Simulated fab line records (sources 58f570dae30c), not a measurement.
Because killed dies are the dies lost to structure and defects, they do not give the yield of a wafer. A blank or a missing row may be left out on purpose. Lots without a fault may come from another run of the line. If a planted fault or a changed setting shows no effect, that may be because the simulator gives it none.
Split-lot trial -- flow berkeleyCmos170 -- on a route of 331 steps: 5 lots, 23 wafers read

## THE SPLIT ITSELF
At UCB170_PWELL_IMPLANT_15, the setting energyKev was moved away from the recipe's 60 on 12 of the 23 wafers read, by -5.1% to +5.3%. This setting was run at the recipe's value on the other wafers.

The reading comes from the split's own step.

## THE READING
In nm, at UCB170_PWELL_IMPLANT_15: implant.drpNm, which is the simulator's own figure and was read by no gauge. The file does not state a usual value for it.

wafer,"tool, chamber at the split",energyKev as run,against the recipe,"implant.drpNm, nm",against lot-mates on the recipe
L076.3,"implanter-01, 0",60,recipe,64.7,-
L076.4,"implanter-01, 0",60,recipe,64.7,-
L076.6,"implanter-01, 0",60,recipe,64.7,-
L078.1,"implanter-01, 0",63.16,+5.3%,66.46,+1.76
L078.2,"implanter-01, 0",63.16,+5.3%,66.46,+1.76
L078.5,"implanter-01, 0",63.16,+5.3%,66.46,+1.76
L078.4,"implanter-01, 0",60,recipe,64.7,-
L078.6,"implanter-01, 0",60,recipe,64.7,-
L079.1,"implanter-04, 0",60,recipe,64.7,-
L079.6,"implanter-04, 0",60,recipe,64.7,-
L079.2,"implanter-04, 0",62.8,+4.7%,66.27,+1.57
L079.3,"implanter-04, 0",62.8,+4.7%,66.27,+1.57
L079.5,"implanter-04, 0",62.8,+4.7%,66.27,+1.57
L080.1,"implanter-01, 0",57.61,-4.0%,63.31,-1.39
L080.3,"implanter-01, 0",57.61,-4.0%,63.31,-1.39
L080.6,"implanter-01, 0",57.61,-4.0%,63.31,-1.39
L080.2,"implanter-01, 0",60,recipe,64.7,-
L080.5,"implanter-01, 0",60,recipe,64.7,-
L083.2,"implanter-04, 0",56.93,-5.1%,62.91,-1.79
L083.3,"implanter-04, 0",56.93,-5.1%,62.91,-1.79
L083.5,"implanter-04, 0",56.93,-5.1%,62.91,-1.79
L083.4,"implanter-04, 0",60,recipe,64.7,-
L083.6,"implanter-04, 0",60,recipe,64.7,-

THE FIT
A straight line over all 23 wafers: implant.drpNm changes by +0.342 nm for each +1% of energyKev; r = +1.00; the points scatter about the line by 0.018 nm.
The same after taking each lot's own level away (the mean of its wafers on the recipe; 23 wafers): +0.342 nm for each +1%; r = +1.00; scatter 0.018 nm.
That fit puts the effect of the largest move of energyKev on the reading at 1.8 nm.
The lots' own levels span 64.700 to 64.700 nm.
The two slopes are in agreement: the lot-to-lot level therefore moves the slope only a little.
Check: for one of the wafers moved furthest among these (+5.3%), held out of the fit, the line's prediction against its lot-mates is +1.79 nm. Against them it came out at +1.76 nm.

## THESE WAFERS: OTHER SPLITS
Note: prior to the reading, these wafers also went through further splits. Each is held against what the fit with the lots' levels taken away leaves over:
other split on the same wafers,wafers away from the commonest value,r with implant.drpNm (lot level and that fit taken away)
UCB170_ZERO_COAT_01 spinRpm,5,-0.22

## THE WHOLE CHAIN: every reading that the file lists as answering this split, in the file's order
step,what it does,reading,change (the file's fit),r (the file's)
UCB170_PWELL_IMPLANT_15,,"implant.rpNm (the simulator's own value, which no gauge read)",+2.08 nm for each +1% of the setting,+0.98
UCB170_PWELL_IMPLANT_15,,"implant.drpNm (the simulator's own value, which no gauge read)",+0.342 nm for each +1% of the setting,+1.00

## FILE'S OWN FIT
implant.drpNm changes by +0.342 nm for each +1% of energyKev, r = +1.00.
